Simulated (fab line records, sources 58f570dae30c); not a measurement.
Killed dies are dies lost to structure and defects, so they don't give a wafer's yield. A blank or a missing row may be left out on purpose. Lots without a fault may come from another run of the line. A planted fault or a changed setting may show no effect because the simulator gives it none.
Which tool did it? | flow berkeley_cmos170 | 14 lots, 42 wafers sampled, at 3 steps of a route of 331

WHAT THE GAUGES READ, wafer by wafer
UCB170_PLDD_TW_MEAS_11. Usual: PLDD_TW 1016, standard deviation 4.8.
lot  | measured     | on            | PLDD_TW        | flag
L669 | day 6 18:37  | film_metro-04 | 1017 1018 1017 |
L673 | day 7 04:59  | film_metro-04 | 1015 1014 1014 |
L672 | day 7 05:49  | film_metro-02 | 1013 1011 1013 |
L675 | day 7 14:38  | film_metro-03 | 959 961 961    | OFF
L674 | day 7 15:00  | film_metro-02 | 1012 1010 1011 |
L678 | day 8 03:47  | film_metro-02 | 1011 1013 1016 |
L679 | day 9 02:17  | film_metro-04 | 952 953 949    | OFF
L681 | day 9 02:38  | film_metro-02 | 1010 1014 1014 |
L685 | day 10 10:42 | film_metro-04 | 1027 1018 1012 |
L686 | day 10 10:59 | film_metro-02 | 1004 1008 1009 |
L688 | day 11 01:41 | film_metro-02 | 1007 1014 1012 |
L687 | day 11 02:13 | film_metro-03 | 1023 1017 1027 |
L691 | day 11 10:15 | film_metro-03 | 1018 1018 1022 |
L690 | day 11 10:45 | film_metro-03 | 1021 1016 1020 |

UCB170_SDANNEAL_RS_MEAS_04: measures by four-point-probe. Usual: PLDD_RS 1032 ohm/sq, standard deviation 3.1.
lot  | measured     | on            | PLDD_RS (ohm/sq) | flag
L669 | day 7 11:39  | film_metro-03 | 1029 1033 1031   |
L673 | day 7 17:59  | film_metro-02 | 1036 1037 1040   |
L672 | day 7 17:19  | film_metro-02 | 1033 1037 1034   |
L675 | day 8 03:23  | film_metro-02 | 1219 1219 1219   | OFF
L674 | day 8 03:13  | film_metro-04 | 1033 1033 1033   |
L678 | day 8 20:14  | film_metro-04 | 1029 1025 1025   |
L679 | day 9 16:07  | film_metro-04 | 1217 1211 1213   | OFF
L681 | day 9 16:04  | film_metro-02 | 1032 1033 1037   |
L685 | day 10 22:50 | film_metro-04 | 1027 1029 1028   |
L686 | day 10 23:29 | film_metro-04 | 1037 1034 1032   |
L688 | day 11 12:05 | film_metro-03 | 1029 1024 1030   |
L687 | day 11 12:22 | film_metro-04 | 1030 1031 1028   |
L691 | day 11 21:19 | film_metro-03 | 1034 1035 1034   |
L690 | day 11 21:25 | film_metro-04 | 1032 1032 1034   |

WHICH TOOL RAN EACH LOT (tool, then ch and the chambers of the sampled wafers, then the start)
lot  | UCB170_PLDD_IMPLANT_08
L669 | implanter-01 ch 0, day 6 18:14
L673 | implanter-01 ch 0, day 7 04:36
L672 | implanter-01 ch 0, day 7 05:25
L675 | implanter-01 ch 0, day 7 14:14
L674 | implanter-03 ch 0, day 7 14:38
L678 | implanter-03 ch 0, day 8 03:24
L679 | implanter-01 ch 0, day 9 01:53
L681 | implanter-02 ch 0, day 9 02:14
L685 | implanter-02 ch 0, day 10 10:18
L686 | implanter-03 ch 0, day 10 10:36
L688 | implanter-02 ch 0, day 11 01:20
L687 | implanter-03 ch 0, day 11 01:49
L691 | implanter-03 ch 0, day 11 09:51
L690 | implanter-01 ch 0, day 11 10:23
- UCB170_PLDD_IMPLANT_08

WHAT THE TOOLS THEMSELVES READ (means of the sampled wafers that have a number; where no wafer has one, the mark that the record gives instead)
UCB170_PLDD_IMPLANT_08. Usual: dose_ions_cm2 4.999e+13, standard deviation 4.8e+10; faraday_current_uA 159, standard deviation 3.3.
lot  | tool         | dose_ions_cm2 | faraday_current_uA | flag
L669 | implanter-01 | 4.999e+13     | 159                |
L673 | implanter-01 | 5.001e+13     | 159                |
L672 | implanter-01 | 4.998e+13     | 160                |
L675 | implanter-01 | 3.143e+13     | 100                | OFF
L674 | implanter-03 | 5.003e+13     | 157                |
L678 | implanter-03 | 5.004e+13     | 161                |
L679 | implanter-01 | 3.149e+13     | 102                | OFF
L681 | implanter-02 | 4.994e+13     | 160                |
L685 | implanter-02 | 5.000e+13     | 161                |
L686 | implanter-03 | 4.997e+13     | 159                |
L688 | implanter-02 | 5.004e+13     | 156                |
L687 | implanter-03 | 4.994e+13     | 158                |
L691 | implanter-03 | 5.007e+13     | 156                |
L690 | implanter-01 | 5.003e+13     | 160                |

THE ANSWER, worked out from the rows above alone
Rule: a lot is off if the mean of its wafers that have a number lies more than 3 standard deviations from the usual mean. A lot without any number at a reading at which 4 lots or more have one is off too. The other lots that the step has rows for count as sound. The gauges are gone through in route order, then the tools' own readings, and for those a lot's mean is taken as printed above. The first step at which some lot is off is used, and at that step the reading that is off furthest; a lot without a number counts as furthest.
Off: L675, L679, at UCB170_PLDD_TW_MEAS_11 (PLDD_TW).
A tool fits if, at a process step before that reading, it ran every lot that is off, and no sound lot after the first of them. The gauges at UCB170_PLDD_TW_MEAS_11 aren't tried: what is off there is off at UCB170_PLDD_IMPLANT_08 too, on other tools, and a gauge's error can't cause that. None of those tried fits.

WHAT THE SIMULATOR HAD PUT IN
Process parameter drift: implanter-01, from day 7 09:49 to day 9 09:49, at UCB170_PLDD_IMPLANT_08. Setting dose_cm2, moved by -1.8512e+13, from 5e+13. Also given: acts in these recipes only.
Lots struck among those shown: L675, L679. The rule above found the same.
